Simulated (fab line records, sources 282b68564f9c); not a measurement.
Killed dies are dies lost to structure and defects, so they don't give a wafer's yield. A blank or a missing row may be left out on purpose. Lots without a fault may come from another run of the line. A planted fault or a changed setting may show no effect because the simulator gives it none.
Tool commonality check | flow rit_cmos | 14 lots, 42 wafers sampled

WHY IT WAS OPENED
At RIT_SPACER_THK_MEAS_04 the reading SPACER_NITRIDE_THK is flagged on 2 of 14 lots. Wafers without a fault read 250.4 nm, standard deviation 2.4.
Rule: a lot is flagged when every wafer of it that has a number lies more than 4 standard deviations from that mean, or none has a number. The other lots count as sound.

lot  | measured    | on            | SPACER_NITRIDE_THK (nm), wafer by wafer | flag
L289 | day 3 04:21 | film_metro-01 | 253.7 252.3 254.7                       |
L290 | day 3 07:23 | film_metro-01 | 254.2 252.1 253.5                       |
L291 | day 3 10:13 | film_metro-03 | 246.3 246.1 247.5                       |
L292 | day 3 18:17 | film_metro-01 | 253.5 250.7 250.9                       |
L293 | day 3 20:43 | film_metro-02 | 248.3 248.8 247.6                       |
L296 | day 4 11:34 | film_metro-01 | 252.3 252.4 250.4                       |
L297 | day 4 21:28 | film_metro-01 | 253.7 247.9 252.8                       |
L299 | day 5 05:38 | film_metro-03 | 192.5 192.2 193.2                       | FLAGGED
L304 | day 6 06:05 | film_metro-02 | 190.6 191.2 189.9                       | FLAGGED
L306 | day 6 17:08 | film_metro-02 | 251.7 249.8 248.9                       |
L307 | day 6 21:07 | film_metro-03 | 250.0 249.3 250.8                       |
L309 | day 7 09:19 | film_metro-02 | 249.7 250.6 249.9                       |
L310 | day 7 14:35 | film_metro-01 | 246.9 248.2 247.5                       |
L312 | day 7 23:55 | film_metro-01 | 250.9 252.4 251.6                       |
The numbers of the flagged lots are 191.6 nm on average: -58.8 nm against the usual, or -25 standard deviations.

WHICH TOOL RAN EACH LOT
The record holds 1 process step before the reading, out of a route of 202 steps. In each cell: the tool, then ch and the chambers that the sampled wafers went through, then the start.
lot  | flag    | RIT_SPACER_CVD_03
L289 |         | lpcvd-01 ch 1, day 3 02:26
L290 |         | lpcvd-01 ch 1, day 3 05:28
L291 |         | lpcvd-02 ch 1, day 3 08:17
L292 |         | lpcvd-02 ch 1, day 3 16:22
L293 |         | lpcvd-01 ch 0, day 3 18:47
L296 |         | lpcvd-02 ch 0, day 4 09:38
L297 |         | lpcvd-01 ch 1, day 4 18:35
L299 | FLAGGED | lpcvd-02 ch 0, day 5 03:41
L304 | FLAGGED | lpcvd-02 ch 0, day 6 04:09
L306 |         | lpcvd-01 ch 1, day 6 15:13
L307 |         | lpcvd-01 ch 1, day 6 19:13
L309 |         | lpcvd-01 ch 1, day 7 07:24
L310 |         | lpcvd-02 ch 1, day 7 11:43
L312 |         | lpcvd-01 ch 1, day 7 21:02
What these steps do:
- RIT_SPACER_CVD_03: deposits Si3N4 from SiH2Cl2/NH3, target thk 250 nm, time 3300 s.
- RIT_SPACER_THK_MEAS_04

FLAGGED OVER TOTAL, TOOL BY TOOL (the gauges that took the reading come last)
step                   | tool          | lots run | flagged | share of the flagged lots | sound lots run after its first flagged lot
RIT_SPACER_CVD_03      | lpcvd-01      | 8        | 0       | none                      | -
RIT_SPACER_CVD_03      | lpcvd-02      | 6        | 2       | all                       | 1 (L310)
RIT_SPACER_THK_MEAS_04 | film_metro-01 | 7        | 0       | none                      | -
RIT_SPACER_THK_MEAS_04 | film_metro-02 | 4        | 1       | some                      | 2 (L306,L309)
RIT_SPACER_THK_MEAS_04 | film_metro-03 | 3        | 1       | some                      | 1 (L307)

WHAT THE TABLE ALLOWS
1 row of the table ran every flagged lot: lpcvd-02 at RIT_SPACER_CVD_03.
- lpcvd-02 at RIT_SPACER_CVD_03: 2 of its 6 lots flagged. Sound lots ran on it after the first flagged one (L310), which a lasting fault on the whole tool wouldn't allow.
No row of the table ran every flagged lot and no sound lot after the first.

WHAT THE SIMULATOR HAD PUT IN
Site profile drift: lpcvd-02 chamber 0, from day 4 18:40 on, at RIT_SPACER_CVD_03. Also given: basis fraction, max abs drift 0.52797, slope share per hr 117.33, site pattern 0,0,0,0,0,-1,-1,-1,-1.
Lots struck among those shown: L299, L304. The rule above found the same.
